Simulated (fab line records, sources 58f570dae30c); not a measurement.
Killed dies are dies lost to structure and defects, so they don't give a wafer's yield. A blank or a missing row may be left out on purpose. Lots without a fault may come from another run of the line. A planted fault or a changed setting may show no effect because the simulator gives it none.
A struck lot beside a sound one | flow berkeley_cmos170 | 26 steps out of a route of 331
Sound: wafers L672.2, L672.5, L672.6. Struck: wafers L682.1, L682.3, L682.4. The cause comes at the end.
At each step with rows: each side's tool, then ch and its chambers, then its first start. Under that, the readings that differ: sound wafers | struck wafers | difference of the means | sigmas: that difference in standard deviations of wafers without a fault.
alike: readings whose means differ by less than 2 such deviations, and words and numbers that are the same on both sides. not compared: withheld readings, readings that some wafer has no value for, bounds like >300 that may hide the same value, and numbers for which the record gives no deviation and whose values overlap.
The two part at a step that has a row with sigmas, a row that says differs or no value, or rows on one side only. Numbers that don't overlap but have no deviation are shown without sigmas and don't part them. A reading that every wafer of one side lacks parts them only if that side has two wafers or more.

first, 3 steps without rows for these wafers: UCB170_M1_EXPOSE_06 (exposes mask METAL1, target cd 700 nm); UCB170_M1_PEB_07; UCB170_M1_DEVELOP_08 (develop time 45 s).
UCB170_M1_CD_MEAS_09: target cd 700 nm.
  sound on cd_sem-01, day 8 04:49; struck on cd_sem-01, day 10 21:22
  alike: cd_nm
UCB170_M1_OVL_MEAS_10:
  sound on overlay-01, day 8 04:55; struck on overlay-01, day 10 21:29
  alike: M1_OVL
UCB170_M1_ETCH_11: etches BARC in N2/H2.
  sound on rie_diel-01 ch 0,2,3, day 8 04:57; struck on rie_diel-02 ch 0,2, day 10 21:31
  alike: drypump_motor_current_A, oes_product_au, throttle_valve_pct
UCB170_M1_METAL_ETCH_12: etches Al in Cl2/BCl3, stops on PSG, target depth 780 nm, time 130 s.
  sound on rie_metal-03 ch 0,1, day 8 04:59; struck on rie_metal-04 ch 0,1, day 10 21:35
  reading                | sound             | struck            | difference | sigmas
  oes_product_au (a.u.)  | 0.872 0.874 0.879 | 0.835 0.832 0.839 | -0.040     | -3
  throttle_valve_pct (%) | 24.11 24.48 24.11 | 24.72 24.72 24.47 | +0.40      | +2
  alike: drypump_motor_current_A
  not compared: rf_hours_counter_h
UCB170_M1_STRIP_13: strips in O2.
  sound on plasma_asher-02 ch 0,1, day 8 05:07; struck on plasma_asher-04 ch 0,1, day 10 21:43
  alike: drypump_motor_current_A, oes_product_au
  not compared: rf_hours_counter_h
UCB170_M1_CD_MEAS_90: target cd 700 nm.
  sound on cd_sem-02, day 8 05:14; struck on cd_sem-01, day 10 21:49
  alike: cd_nm
then, 1 step without rows for these wafers: UCB170_M1_ANNEAL_14 (time 1200 s).
UCB170_V1_CVD_00: deposits SiO2 from TEOS/O2, target thk 2000 nm, time 250 s.
  sound on pecvd-04 ch 1,2, day 8 09:01; struck on pecvd-01 ch 0,1,2, day 11 05:12
  alike: heater_power_w
UCB170_V1_THK_MEAS_01:
  sound on film_metro-03, day 8 09:11; struck on film_metro-03, day 11 05:31
  alike: V1_TEOS_THK
UCB170_V1_CMP_02: polishes SiO2.
  sound on cmp-02 ch 0,1,3, day 8 09:20; struck on cmp-02 ch 1,2,3, day 11 05:38
  reading                             | sound             | struck         | difference | sigmas
  model.SiO2_of_V1_CVD_00.thk_nm (nm) | 999.2 999.6 998.1 | 1249 1249 1249 | +250       |
  alike: motor_current_A, slurry_flow_ml_min
UCB170_V1_BOW_MEAS_03:
  sound on film_metro-03, day 8 09:34; struck on film_metro-04, day 11 05:56
  reading     | sound    | struck   | difference | sigmas
  V1_BOW (um) | 19 17 15 | 32 31 31 | +14        | +2
UCB170_V1_THK_MEAS_04:
  sound on film_metro-03, day 8 09:40; struck on film_metro-04, day 11 06:03
  reading              | sound             | struck               | difference | sigmas
  V1_POLISHED_THK (nm) | 999.3 999.7 997.6 | 1249.5 1248.7 1249.1 | +250.2     | +99 or more
then, 7 steps without rows for these wafers: UCB170_V1_CLEAN_05 (cleans in DIW); UCB170_V1_HMDS_06 (prime time 60 s); UCB170_V1_COAT_07 (resist thk 900 nm); UCB170_V1_SOFTBAKE_08 (time 60 s); UCB170_V1_EXPOSE_09 (exposes mask VIA1, target cd 700 nm); UCB170_V1_PEB_10; UCB170_V1_DEVELOP_11 (develop time 45 s).
UCB170_V1_CD_MEAS_12: target cd 700 nm.
  sound on cd_sem-01, day 8 11:09; struck on cd_sem-01, day 11 09:18
  alike: cd_nm
UCB170_V1_OVL_MEAS_13:
  sound on overlay-01, day 8 11:15; struck on overlay-01, day 11 09:25
  alike: V1_OVL
UCB170_V1_ETCH_14: etches SiO2 in CHF3/CF4/Ar, stops on Al, target depth 1250 nm, time 291 s.
  sound on rie_diel-03 ch 0,3, day 8 11:17; struck on rie_diel-02 ch 0,1,2, day 11 09:27
  reading                        | sound             | struck            | difference | sigmas
  oes_product_au (a.u.)          | 0.888 0.873 0.881 | 0.976 0.964 0.977 | +0.092     | +9
  model.etch.depth_nm (nm)       | 999.2 999.6 998.1 | 1228 1240 1249    | +240       |
  model.V1.feature_depth_nm (nm) | 999.3 999.6 998.1 | 1228 1240 1250    | +240       |
  alike: drypump_motor_current_A, throttle_valve_pct
  not compared: rf_hours_counter_h
UCB170_V1_STRIP_15: strips in O2.
  sound on plasma_asher-04 ch 0,1, day 8 11:28; struck on plasma_asher-02 ch 0,1, day 11 09:38
  alike: drypump_motor_current_A, oes_product_au, strip_time_to_endpoint_s
  not compared: rf_hours_counter_h

WHERE THEY PART
First at UCB170_M1_METAL_ETCH_12; last, within this record, at UCB170_V1_ETCH_14. Later steps at which nothing parts them and some readings are alike: UCB170_V1_STRIP_15.

WHY: what the simulator had put in
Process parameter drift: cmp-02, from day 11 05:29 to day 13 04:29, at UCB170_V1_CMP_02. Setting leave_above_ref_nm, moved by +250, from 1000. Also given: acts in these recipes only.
